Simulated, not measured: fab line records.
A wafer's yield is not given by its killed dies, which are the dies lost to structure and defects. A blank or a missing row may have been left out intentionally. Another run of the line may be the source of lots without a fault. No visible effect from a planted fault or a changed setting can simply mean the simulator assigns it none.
2 desks, one fault ; flow berkeley_cmos170 ; only its own numbers are on each desk; what lay behind them is given at the end

TOOL OWNER'S DESK, litho_track-04
The tool's own readings at UCB170_PLDD_HMDS_00 (prime time 60 s): means of the sampled wafers that have a number, for each lot that ran on this tool. Marked OUT: a lot whose mean sits more than 4 standard deviations from the usual mean, which makes it out of limits; the brackets give that distance.
Columns: A = prime_temp_c at UCB170_PLDD_HMDS_00, usual 100.01 C
lot;first seen here;A
L877;day 7 00:21;100.01
L881;day 7 15:25;100.06
L886;day 8 21:16;100.01
L888;day 9 05:10;100.04
L894;day 10 03:31;99.93
L892;day 10 04:41;98.77 (-9.5) OUT
L897;day 10 15:52;98.98 (-7.9) OUT
This desk's verdict: out of limits on L892, L897, starting with L892 at day 10 04:41 (prime_temp_c at UCB170_PLDD_HMDS_00). Within limits: L877, L881, L886, L888, L894.

THE METROLOGY DESK
Lot by lot, what the gauges showed, no matter which tool ran the lot: averages of those sampled wafers that carry a number. Marked OUT: a lot whose mean sits more than 4 standard deviations from the usual mean, which makes it out of limits; the brackets give that distance.
Columns: A = START_OXIDE_THK at UCB170_START_THK_MEAS_03, usual 20.2 nm; B = NWELL_OVL at UCB170_NWELL_OVL_MEAS_12, usual 1 nm; C = ACTIVE_OXIDE_THK at UCB170_ACTIVE_THK_MEAS_03, usual 26.5 nm
lot;first seen here;A;B;C
L877;day 1 14:48;20.5;1;25.7
L878;day 1 19:59;20.5;3;26.3
L879;day 2 02:21;20.6;6;26.6
L880;day 2 07:02;20.4;-0;25.9
L881;day 2 11:06;20.2;-1;26.1
L884;day 3 03:13;20.6;-4;26.4
L886;day 3 10:16;20.5;-4;26.1
L887;day 3 15:53;20.2;6;27.1
L888;day 3 22:31;20.1;2;26.0
L891;day 4 12:24;20.0;5;26.7
L892;day 4 18:40;19.4;1;26.5
L894;day 5 02:10;19.9;-1;27.0
L897;day 5 19:05;20.3;11;27.0
L900;day 6 07:20;20.1;0;26.6
Result from this desk: across the 14 lots, nothing is out of limits.

ALL TOGETHER
The tool owner's desk had the chance to raise an alarm at day 10 04:41 on L892, L897.
Nothing out of limits was seen by the metrology desk.
The metrology desk holds a record of L892, L897, inside its limits.
UCB170_PLDD_HMDS_00 was run on litho_track-04 by each of the lots named.

WHAT WAS PUT IN BY THE SIMULATOR
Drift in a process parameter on litho_track-04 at UCB170_PLDD_HMDS_00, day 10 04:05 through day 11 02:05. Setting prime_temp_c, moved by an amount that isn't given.
Lots struck among those shown: L892, L897.
Each desk's first reading out of limits, in hours after the fault started: the tool owner's desk, 1.
